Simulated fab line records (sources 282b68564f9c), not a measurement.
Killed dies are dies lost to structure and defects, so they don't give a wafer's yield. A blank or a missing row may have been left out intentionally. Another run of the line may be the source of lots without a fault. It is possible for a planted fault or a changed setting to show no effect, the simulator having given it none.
8D (eight disciplines) problem report, filled in by code	flow rit_cmos	the parts of the form that need people (team, actions taken, sign-off) are left out

## 1. THE PROBLEM
Mean NLDD_TW at RIT_NLDD_TW_MEAS_10: 2252 over 9 wafers in 3 lots; fault-free wafers: 2497, standard deviation 17. Relative to the usual mean, that is a shift of -14 standard deviations.
First observed at day 5 16:00: wafer L164.2, on film_metro-03. Wafers with a number at this step in the record: 45, from 15 lots. Rule for "out", or "out of limits": more than 4 standard deviations from the usual mean. The rest of the wafers with a number are treated as sound.

## 2. WHAT IT IS AND WHAT IT IS NOT
question	is	is not
which readings at this step	NLDD_TW	-
which lots	L164, L165, L166	L151, L152, L153, L154, L155, L157, L158, L160, L168, L170, L173, L174
which wafers of those lots	all that have a number	-
read on which gauges	film_metro-03	film_metro-01, film_metro-04
when	from day 5 16:00	up to then (24 sound wafers); but 12 sound wafers of L168, L170, L173, L174 came after

## 3. SUSPECTS, AND WHAT RULES EACH OUT
Counting: a tool at a process step up to the reading stays a suspect if it ran every lot that is out and no sound lot after the first of them.
- the gauge at RIT_NLDD_TW_MEAS_10: ruled out. All the wafers that are out were read on film_metro-03, but those of them that RIT_NLDD_IMPLANT_08 has rows for are out there too, on other tools.
- implanter-01 at RIT_NLDD_IMPLANT_08: kept. It ran every lot that is out, first L164 (day 5 15:41), and no sound lot after that; its last sound lot up to then is L160 (day 4 21:32). Its own readings are out on those wafers: tilt_deg.
Remaining after the count: implanter-01 at RIT_NLDD_IMPLANT_08.

## 4. THE CAUSE (what the simulator had put in)
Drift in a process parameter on implanter-01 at RIT_NLDD_IMPLANT_08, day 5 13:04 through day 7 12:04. A move of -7 in setting tilt_deg, from 7. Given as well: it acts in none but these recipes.
Counting left only this tool.

## 5. THE CHAIN OF EFFECTS, in route order
Each row: a reading whose mean over the struck wafers that have a number lies more than 3 standard deviations from the usual. Readings are gone through only where the record gives a usual standard deviation; hours: the median, over the lots, of the time from a lot's start at the first step in this table giving one to that lot's start at this step; sigmas: the change measured in usual standard deviations.
hours	step	reading	usual	on struck wafers	change	sigmas
0	RIT_NLDD_IMPLANT_08	tilt_deg	7.001 degrees	0.005	-6.996	-99 or more
0	RIT_NLDD_TW_MEAS_10	NLDD_TW	2497	2252	-245	-14
8	RIT_SDANNEAL_RS_MEAS_07	NLDD_RS	151.6 ohm/sq	142.6	-9.0	-15
It contains these process steps:
- RIT_NLDD_IMPLANT_08

## 6. WHAT WOULD HAVE CAUGHT IT SOONER
3 hours passed between the start of the fault at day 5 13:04 and the first reading out of limits at a measuring or inspecting step in this record, taken at day 5 16:00.
The tool's own readings at RIT_NLDD_IMPLANT_08 were out on every struck wafer that the step has a row for (tilt_deg): an alarm limit on them would have fired on the first of those.
Of the lots that are out (3), L165, L166 began RIT_NLDD_IMPLANT_08 on implanter-01 after day 5 16:00. A hold on the tool at that time would have spared those 2.
